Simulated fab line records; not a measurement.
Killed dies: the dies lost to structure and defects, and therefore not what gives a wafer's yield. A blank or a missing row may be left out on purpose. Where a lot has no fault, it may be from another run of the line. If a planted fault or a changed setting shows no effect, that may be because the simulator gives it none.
The same fault as seen by 2 desks    flow berkeleyCmos170    what lay behind the numbers comes last; until then each desk has only its own

== METROLOGY DESK ==
What the gauges read, lot by lot, whatever tool the lot ran on: means of the sampled wafers that have a number. Marked OUT: a lot whose mean sits more than 4 standard deviations from the usual mean, which makes it out of limits; the brackets give that distance.
Columns: A = M1_AL_RS at UCB170_M1_RS_MEAS_01, usual 0.0486 ohm/sq; B = M1_AL_THK at UCB170_M1_THK_MEAS_02, usual 592 nm; C = cdNm at UCB170_M1_CD_MEAS_09, usual 700.3 nm; D = M1_OVL at UCB170_M1_OVL_MEAS_10, usual -4 nm
lot   first seen here  A       B    C      D
L751  day 6 22:50      0.0475  602  699.4  1
L752  day 7 05:13      0.0485  597  701.2  -1
L767  day 10 02:50     0.0487  594  700.0  -7
L768  day 10 11:39     0.0479  599  699.1  6
L772  day 11 01:43     0.0491  588  699.0  -6
L773  day 11 16:04     0.0484  601  699.9  -10
This desk's finding: nothing out of limits on any of the 6 lots.

== TOOL OWNER'S DESK, rieMetal-01 ==
The tool's own readings at UCB170_M1_METAL_ETCH_12 (etches Al in Cl2/BCl3, stops on PSG, target depth 780 nm, time 130 s): means of the sampled wafers that have a number, for each lot that ran on this tool. Marked OUT: a lot whose mean sits more than 4 standard deviations from the usual mean, which makes it out of limits; the brackets give that distance.
Columns: A = drypumpMotorCurrentA at UCB170_M1_METAL_ETCH_12, usual 5.8 A; B = heBacksideLeakSccm at UCB170_M1_METAL_ETCH_12, usual 3.25 sccm; C = oesProductAu at UCB170_M1_METAL_ETCH_12, usual 0.853 a.u.; D = rfFwdPowerW at UCB170_M1_METAL_ETCH_12, usual 597.1 W; E = throttleValvePct at UCB170_M1_METAL_ETCH_12, usual 24.38 %
lot   first seen here  A    B     C      D                E
L751  day 7 00:25      5.1  3.20  0.861  598.0            24.53
L752  day 7 06:33      5.7  3.23  0.840  595.5            24.39
L767  day 10 04:19     5.4  3.06  0.853  645.1 (+24) OUT  24.51
L768  day 10 13:03     5.1  3.08  0.874  623.7 (+13) OUT  24.63
Finding of this desk: L767, L768 out of limits; the first was L767 at day 10 04:19, on rfFwdPowerW at UCB170_M1_METAL_ETCH_12. In limits: L751, L752.

== PUT TOGETHER ==
The tool owner's desk had the chance to raise an alarm at day 10 04:19 on L767, L768.
At the metrology desk, nothing out of limits was observed.
The metrology desk holds a record of L767, L768, inside its limits.
The lots listed all ran UCB170_M1_METAL_ETCH_12 on rieMetal-01.

== WHAT THE SIMULATOR HAD PUT IN ==
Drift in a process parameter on rieMetal-01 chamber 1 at UCB170_M1_METAL_ETCH_12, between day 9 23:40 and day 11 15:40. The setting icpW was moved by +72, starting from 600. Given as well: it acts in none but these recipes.
Lots struck among those shown: L767, L768.
How many hours passed from the start of the fault until each desk's first out-of-limits reading: the tool owner's desk, 5.
